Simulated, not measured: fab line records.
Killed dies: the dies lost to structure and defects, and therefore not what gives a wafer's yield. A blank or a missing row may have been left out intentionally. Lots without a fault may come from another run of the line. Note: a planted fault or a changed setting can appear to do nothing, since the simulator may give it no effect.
A single fault, viewed from 2 desks -- flow rit_cmos -- what lay behind the numbers comes last; until then each desk has only its own

DESK OF THE TOOL OWNER: implanter-04
The tool's own readings at RIT_NWELL_IMPLANT_08, given as means over the sampled wafers that have a number, one for each lot that went through this tool. A lot is out of limits, marked OUT, if its mean lies more than 4 standard deviations from the usual mean; the brackets give that distance.
Columns: A = beam_on_s at RIT_NWELL_IMPLANT_08, usual 9.99 s; B = dose_ions_cm2 at RIT_NWELL_IMPLANT_08, usual 5e+13
lot,first seen here,A,B
L489,day 2 22:29,9.95,5e+13
L491,day 3 04:23,10.07,5e+13
L492,day 3 17:23,9.95,5e+13 (-36) OUT
L494,day 3 23:45,9.88,5e+13 (-37) OUT
L495,day 4 04:28,9.97,5e+13 (-36) OUT
This desk finds L492, L494, L495 out of limits, L492 being first, at day 3 17:23 (dose_ions_cm2 at RIT_NWELL_IMPLANT_08). Within limits: L489, L491.

METROLOGY DESK
What the gauges read, lot by lot, whatever tool the lot ran on: means of the sampled wafers that have a number. A lot is out of limits, marked OUT, if its mean lies more than 4 standard deviations from the usual mean; the brackets give that distance.
Columns: A = NWELL_RS at RIT_WELLDRIVE_RS_MEAS_01, usual 275.5 ohm/sq
lot,first seen here,A
L486,day 2 15:01,275.5
L487,day 2 17:51,275.2
L488,day 2 21:06,275.6
L489,day 3 05:29,276.0
L490,day 3 10:32,274.6
L491,day 3 14:16,275.7
L492,day 4 00:57,283.8 (+9.8) OUT
L494,day 4 08:40,282.9 (+8.7) OUT
L495,day 4 12:18,282.5 (+8.2) OUT
L498,day 4 23:25,274.9
L503,day 6 04:01,275.0
L504,day 6 08:20,275.8
L505,day 6 13:34,276.7
L506,day 6 23:56,275.7
L508,day 7 14:04,276.8
This desk's finding: out of limits on L492, L494, L495; first on L492, day 4 00:57 (NWELL_RS at RIT_WELLDRIVE_RS_MEAS_01). Within limits: L486, L487, L488, L489, L490, L491, L498, L503, L504, L505, L506, L508.

TAKEN TOGETHER
The tool owner's desk had the chance to raise an alarm at day 3 17:23 on L492, L494, L495.
The metrology desk could have raised an alarm at day 4 00:57, on L492, L494, L495.
The lots listed all ran RIT_NWELL_IMPLANT_08 on implanter-04.

WHAT HAD BEEN PUT IN BY THE SIMULATOR
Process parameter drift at RIT_NWELL_IMPLANT_08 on implanter-04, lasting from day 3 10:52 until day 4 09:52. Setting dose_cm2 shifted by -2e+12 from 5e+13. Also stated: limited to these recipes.
Shown lots that were struck: L492, L494, L495.
Fault start to first reading out of limits, in hours, per desk: tool owner, 7; metrology, 14.
